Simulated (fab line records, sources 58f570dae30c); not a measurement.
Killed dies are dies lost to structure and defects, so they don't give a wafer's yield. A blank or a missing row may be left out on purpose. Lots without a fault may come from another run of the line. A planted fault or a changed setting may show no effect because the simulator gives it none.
Which tool did it? | flow berkeley_cmos170 | 7 lots, 21 wafers sampled, at 2 steps of a route of 331

WHAT THE GAUGES READ, wafer by wafer
UCB170_M2_CD_MEAS_15: target cd 700 nm.
lot  | measured     | on        | cd_nm (nm)
L178 | day 8 14:41  | cd_sem-01 | 701.2 701.0 699.7
L180 | day 9 01:31  | cd_sem-02 | 699.5 697.4 699.2
L183 | day 9 13:28  | cd_sem-01 | 712.4 713.6 713.4
L190 | day 10 19:56 | cd_sem-02 | 699.4 699.1 700.3
L193 | day 11 06:49 | cd_sem-01 | 699.7 699.1 699.2
L196 | day 11 22:06 | cd_sem-02 | 700.4 700.1 701.8
L199 | day 12 22:19 | cd_sem-01 | 700.1 700.3 700.4

WHICH TOOL RAN EACH LOT (tool, then ch and the chambers of the sampled wafers, then the start)
lot  | UCB170_M2_PEB_13
L178 | litho_track-04 ch 0, day 8 14:00
L180 | litho_track-01 ch 0, day 9 01:00
L183 | litho_track-01 ch 0, day 9 13:11
L190 | litho_track-03 ch 0, day 10 19:39
L193 | litho_track-04 ch 0, day 11 06:32
L196 | litho_track-03 ch 0, day 11 21:50
L199 | litho_track-04 ch 0, day 12 22:02
- UCB170_M2_PEB_13

THE ANSWER, worked out from the rows above alone
Rule: what is usual is taken from the lots themselves. Put in order of their means at a reading, lots are off if they are a third of the lots or fewer, leave a main group of 4 or more, and stand apart from it by a gap of 3 or more times the standard deviation of the main group's means; of several such gaps the widest counts. A main group whose means are all the same, to the digits that the tables above print for the reading, isn't used. A lot without any number at a reading at which 4 lots or more have one is off too. The other lots that the step has rows for count as sound.
Off: L183, at UCB170_M2_CD_MEAS_15 (cd_nm). The main group: mean 699.9 nm, standard deviation 0.74.
A tool fits if, at a process step before that reading, it ran every lot that is off, and no sound lot after the first of them. The gauges at UCB170_M2_CD_MEAS_15 are tried like those tools. One fits: litho_track-01 at UCB170_M2_PEB_13. Its last sound lot is L180 (day 9 01:00), its first lot that is off L183 (day 9 13:11): a fault that began between those two fits.

WHAT THE SIMULATOR HAD PUT IN
Process parameter drift: litho_track-01, from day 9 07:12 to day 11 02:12, at UCB170_M2_PEB_13. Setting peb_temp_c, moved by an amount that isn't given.
Lots struck among those shown: L183. The rule above found the same.
